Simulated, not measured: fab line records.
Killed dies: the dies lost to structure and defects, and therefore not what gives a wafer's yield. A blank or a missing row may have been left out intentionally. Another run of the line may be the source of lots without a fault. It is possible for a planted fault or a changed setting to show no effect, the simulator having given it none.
Split-lot experiment | flow berkeley-cmos170 | route with 331 steps; 5 lots, 23 wafers read

== THE SPLIT ITSELF ==
At UCB170_M2_SPUTTER_01 (material Al, target thk 900 nm, time 120 s), the setting power-w was moved away from the recipe's 6000 W on 8 of the 23 wafers read, by -5.8% to +6.9%. All remaining wafers had this setting at the recipe value.

== SPLIT TO READING: what lies between them in the file, 1 step ==
- UCB170_M2_RS_MEAS_02: measures by four-point-probe

== THE READING ==
M2_AL_THK, in nm, at UCB170_M2_THK_MEAS_03 (measures by xrf). Fault-free wafers of this fab line usually give 897 nm, standard deviation 7.2 nm.

wafer  | tool, chamber at the split | power-w as run, W | against the recipe | M2_AL_THK, nm | against lot-mates on the recipe
L074.2 | pvd-sputter-03, -          | 6000              | recipe             | 885           | -
L074.3 | pvd-sputter-03, -          | 6000              | recipe             | 892           | -
L074.4 | pvd-sputter-03, -          | 6000              | recipe             | 895           | -
L074.5 | pvd-sputter-03, -          | 6000              | recipe             | 892           | -
L074.6 | pvd-sputter-03, -          | 6000              | recipe             | 893           | -
L076.2 | pvd-sputter-01, -          | 6000              | recipe             | 893           | -
L076.3 | pvd-sputter-01, -          | 6000              | recipe             | 885           | -
L076.4 | pvd-sputter-01, -          | 6000              | recipe             | 891           | -
L075.1 | pvd-sputter-03, -          | 6000              | recipe             | 891           | -
L075.2 | pvd-sputter-03, -          | 6000              | recipe             | 893           | -
L075.4 | pvd-sputter-03, -          | 5654              | -5.8%              | 844           | -48
L075.5 | pvd-sputter-03, -          | 5654              | -5.8%              | 847           | -45
L075.6 | pvd-sputter-03, -          | 5654              | -5.8%              | 843           | -49
L077.1 | pvd-sputter-01, -          | 6000              | recipe             | 900           | -
L077.2 | pvd-sputter-01, -          | 6000              | recipe             | 905           | -
L077.3 | pvd-sputter-01, -          | 6000              | recipe             | 899           | -
L077.4 | pvd-sputter-01, -          | 6417              | +6.9%              | 964           | +63
L077.6 | pvd-sputter-01, -          | 6417              | +6.9%              | 967           | +66
L085.1 | pvd-sputter-01, -          | 5714              | -4.8%              | 864           | -41
L085.2 | pvd-sputter-01, -          | 6000              | recipe             | 900           | -
L085.3 | pvd-sputter-01, -          | 5714              | -4.8%              | 862           | -43
L085.4 | pvd-sputter-01, -          | 5714              | -4.8%              | 857           | -48
L085.6 | pvd-sputter-01, -          | 6000              | recipe             | 910           | -

THE FIT
A straight line over all 23 wafers: M2_AL_THK changes by +8.97 nm for each +1% of power-w; r = +0.98; the points scatter about the line by 6.8 nm.
The same after taking each lot's own level away (the mean of its wafers on the recipe; 23 wafers): +8.88 nm for each +1%; r = +0.99; scatter 3.5 nm.
On that fit, the largest move of power-w shifts the reading by 62 nm.
From 889.7 to 905.0 nm: that is the span of the lots' own levels, equal to 2.1 times the standard deviation above.
Hence the lot-to-lot level has little effect on the slope; both slopes agree.
Check: for one of the wafers moved furthest among these (+6.9%), held out of the fit, the line's prediction against its lot-mates is +62 nm. Against them it came out at +62.7 nm.

== OTHER SPLITS ON THESE WAFERS ==
These wafers also went through other splits before the reading. Each is held against what the fit with the lots' levels taken away leaves over:
other split on the same wafers     | wafers away from the commonest value | r with M2_AL_THK (lot level and that fit taken away)
UCB170_NLDD_IMPLANT_08 energy-kev  | 10                                   | -0.27
UCB170_PSD_IMPLANT_08 dose-cm2     | 8                                    | +0.01
UCB170_BACKSIDE_SOFTBAKE_02 temp-c | 7                                    | +0.15
UCB170_M1_METAL_ETCH_12 icp-w      | 9                                    | +0.30

== THE WHOLE CHAIN: every reading that the file lists as answering this split, in the file's order ==
step                  | what it does                               | reading                                                                     | change (the file's fit)               | r (the file's)
UCB170_M2_SPUTTER_01  | material Al, target thk 900 nm, time 120 s | Al_of_M2_SPUTTER_01.thk-nm (the simulator's own value, which no gauge read) | +9.06 nm for each +1% of the setting  | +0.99
UCB170_M2_RS_MEAS_02  | measures by four-point-probe               | M2_AL_RS                                                                    | -0.000319 for each +1% of the setting | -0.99
UCB170_M2_THK_MEAS_03 | measures by xrf                            | M2_AL_THK                                                                   | +8.9 for each +1% of the setting      | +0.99

== THE FILE'S OWN FIT ==
M2_AL_THK changes by +8.9 nm for each +1% of power-w, r = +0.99.
